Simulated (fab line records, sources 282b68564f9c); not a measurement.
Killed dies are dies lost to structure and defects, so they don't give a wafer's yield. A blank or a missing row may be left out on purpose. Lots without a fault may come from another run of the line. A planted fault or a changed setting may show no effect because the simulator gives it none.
Chamber matching | flow rit_cmos | RIT_GATE_ETCH_19 on rie_si-02: 4 sister chambers
The step etches poly-Si in SF6/CHF3/O2, stops on SiO2, time 165 s, target depth 312.5 nm. 14 wafers are shown with their chamber, then 7 later ones without.

WAFERS WITH THEIR CHAMBER
wafer  | chamber | drypump_motor_current_A (A) | throttle_valve_pct (%) | oes_product_au (a.u.)
L523.1 | 2       | 5.3                         | 10.19                  | 0.818
L523.3 | 3       | 5.8                         | 10.49                  | 0.851
L523.6 | 3       | 5.7                         | 10.48                  | 0.848
L525.3 | 3       | 5.8                         | 10.50                  | 0.847
L525.4 | 2       | 5.3                         | 10.18                  | 0.841
L525.5 | 2       | 5.3                         | 10.19                  | 0.833
L529.2 | 2       | 5.3                         | 10.17                  | 0.823
L529.3 | 0       | 6.2                         | 10.16                  | 0.855
L529.4 | 3       | 5.7                         | 10.51                  | 0.842
L531.3 | 2       | 5.3                         | 10.19                  | 0.820
L531.5 | 1       | 5.6                         | 10.36                  | 0.857
L531.6 | 2       | 5.3                         | 10.19                  | 0.824
L535.2 | 1       | 5.6                         | 10.35                  | 0.858
L535.3 | 2       | 5.3                         | 10.19                  | 0.827

SIGNATURES (means of the wafers above)
reading                 | chamber 0 | chamber 1 | chamber 2 | chamber 3 | scatter within a chamber
drypump_motor_current_A | 6.200     | 5.600     | 5.300     | 5.750     | 0.0316
throttle_valve_pct      | 10.1600   | 10.3550   | 10.1857   | 10.4950   | 0.0096
oes_product_au          | 0.85500   | 0.85750   | 0.82657   | 0.84700   | 0.00654
Rule: a wafer's distance from a chamber is the root of the sum, over the readings, of the square of ((its reading less the chamber's mean) divided by the reading's scatter). The wafer belongs to the nearest chamber; if the next one is less than 2 further off, it can't be placed. The scatter: the root of (the sum of the squares of (reading less its chamber's mean) over the shown wafers, divided by (wafers less chambers)).

WAFERS WITHOUT THEIR CHAMBER
wafer  | drypump_motor_current_A (A) | throttle_valve_pct (%) | oes_product_au (a.u.)
L535.6 | 5.6                         | 10.34                  | 0.854
L541.3 | 5.6                         | 10.37                  | 0.857
L541.5 | 5.6                         | 10.34                  | 0.869
L541.6 | 6.2                         | 10.15                  | 0.856
L543.1 | 5.7                         | 10.48                  | 0.843
L543.2 | 5.6                         | 10.35                  | 0.861
L543.6 | 5.6                         | 10.36                  | 0.853

WHICH CHAMBER EACH WENT THROUGH
wafer  | from the rows above | in truth
L535.6 | 1                   | 1
L541.3 | 1                   | 1
L541.5 | 1                   | 1
L541.6 | 0                   | 0
L543.1 | 3                   | 3
L543.2 | 1                   | 1
L543.6 | 1                   | 1
Placed correctly: 7 of 7. Can't be placed from these rows: 0. Placed wrongly: 0.
